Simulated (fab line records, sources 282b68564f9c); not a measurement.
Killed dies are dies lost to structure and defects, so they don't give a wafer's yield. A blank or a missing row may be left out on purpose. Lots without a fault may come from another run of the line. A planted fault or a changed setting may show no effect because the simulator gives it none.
A struck lot beside a sound one | flow rit_cmos | 19 steps out of a route of 202
Sound: wafers L747.3, L747.4, L747.5. Struck: wafers L754.1, L754.4, L754.5. The cause comes at the end.
At each step with rows: each side's tool, then ch and its chambers, then its first start. Under that, the readings that differ: sound wafers | struck wafers | difference of the means | sigmas: that difference in standard deviations of wafers without a fault.
alike: readings whose means differ by less than 2 such deviations, and words and numbers that are the same on both sides. not compared: withheld readings, readings that some wafer has no value for, bounds like >300 that may hide the same value, and numbers for which the record gives no deviation and whose values overlap.
The two part at a step that has a row with sigmas, a row that says differs or no value, or rows on one side only. Numbers that don't overlap but have no deviation are shown without sigmas and don't part them. A reading that every wafer of one side lacks parts them only if that side has two wafers or more.

first, 1 step without rows for these wafers: RIT_SILICIDE_WET_ETCH_00 (etches SiO2 in BOE, target depth 14 nm, time 15 s).
RIT_SILICIDE_SPUTTER_01: material Ti, target thk 30 nm, time 240 s.
  sound on pvd_sputter-02, day 4 13:43; struck on pvd_sputter-03, day 6 02:07
  alike: throttle_valve_pct
RIT_SILICIDE_RS_MEAS_02: measures by four-point-probe.
  sound on film_metro-02, day 4 13:54; struck on film_metro-03, day 6 02:16
  alike: SILICIDE_TI_RS
RIT_SILICIDE_THK_MEAS_03: measures by xrf.
  sound on film_metro-02, day 4 14:00; struck on film_metro-03, day 6 02:23
  alike: SILICIDE_TI_THK
RIT_SILICIDE_RTA_04: time 10 s, ramp up 5 s, ramp down 5 s.
  sound on rtp_anneal-02 ch 0, day 4 14:04; struck on rtp_anneal-02 ch 0, day 6 02:26
  alike: wafer_temp_C_max
then, 1 step without rows for these wafers: RIT_SILICIDE_WET_ETCH_05 (etches Ti in SPM, time 120 s).
RIT_SILICIDE_RTA_06: time 10 s, ramp up 5 s, ramp down 10 s.
  sound on rtp_anneal-01 ch 0, day 4 14:10; struck on rtp_anneal-01 ch 0, day 6 02:33
  alike: wafer_temp_C_max
RIT_CONTACT_CVD_00: deposits SiO2 from TEOS, target thk 400 nm, time 61 s.
  sound on pecvd-03 ch 0,1, day 4 14:13; struck on pecvd-01 ch 0,2, day 6 02:37
  alike: heater_power_w, rf_fwd_power_W
RIT_CONTACT_THK_MEAS_01:
  sound on film_metro-03, day 4 14:17; struck on film_metro-04, day 6 02:40
  alike: CONTACT_TEOS_THK
then, 3 steps without rows for these wafers: RIT_CONTACT_HMDS_02 (prime time 60 s); RIT_CONTACT_COAT_03 (resist thk 1000 nm); RIT_CONTACT_SOFTBAKE_04 (time 60 s).
RIT_CONTACT_EXPOSE_05: exposes mask M11, target cd 1000 nm.
  sound on iline_stepper-02 ch 0, day 4 14:49; struck on iline_stepper-01 ch 0, day 6 03:10
  reading                         | sound                      | struck            | difference | sigmas
  model.CONTACT.overlay_x_nm (nm) | -0.06888 -0.06888 -0.06888 | 129.4 129.4 129.4 | +129.5     |
  alike: mask, focus_offset_nm, reticle_temp_C
then, 2 steps without rows for these wafers: RIT_CONTACT_PEB_06; RIT_CONTACT_DEVELOP_07 (develop time 120 s).
RIT_CONTACT_CD_MEAS_08: target cd 1000 nm.
  sound on cd_sem-01, day 4 15:20; struck on cd_sem-01, day 6 03:44
  alike: cd_nm
RIT_CONTACT_OVL_MEAS_09:
  sound on overlay-02, day 4 15:25; struck on overlay-01, day 6 03:52
  reading          | sound        | struck            | difference | sigmas
  CONTACT_OVL (nm) | -0.9 0.6 1.9 | 129.2 126.1 128.3 | +127.3     | +85
then, 1 step without rows for these wafers: RIT_CONTACT_HARDBAKE_10 (time 60 s).
RIT_M1_PROBE_99:
  sound on prober-02, day 4 21:42; struck on prober-01, day 6 09:51
  reading                                    | sound             | struck           | difference | sigmas
  model.etest.contact_to_gate.bv_left_v (V)  | 92.46 91.43 91.09 | 156.8 155 154.3  | +63.7      |
  model.etest.contact_to_gate.bv_right_v (V) | 90.86 91.7 94.68  | 25.2 23.02 23.31 | -68.6      |
  alike: killed_at_contacts, killed_at_front_end, killed_dies, killed_open, killed_short

WHERE THEY PART
Only at RIT_CONTACT_OVL_MEAS_09, within this record. Later steps at which nothing parts them and some readings are alike: RIT_M1_PROBE_99.

WHY: what the simulator had put in
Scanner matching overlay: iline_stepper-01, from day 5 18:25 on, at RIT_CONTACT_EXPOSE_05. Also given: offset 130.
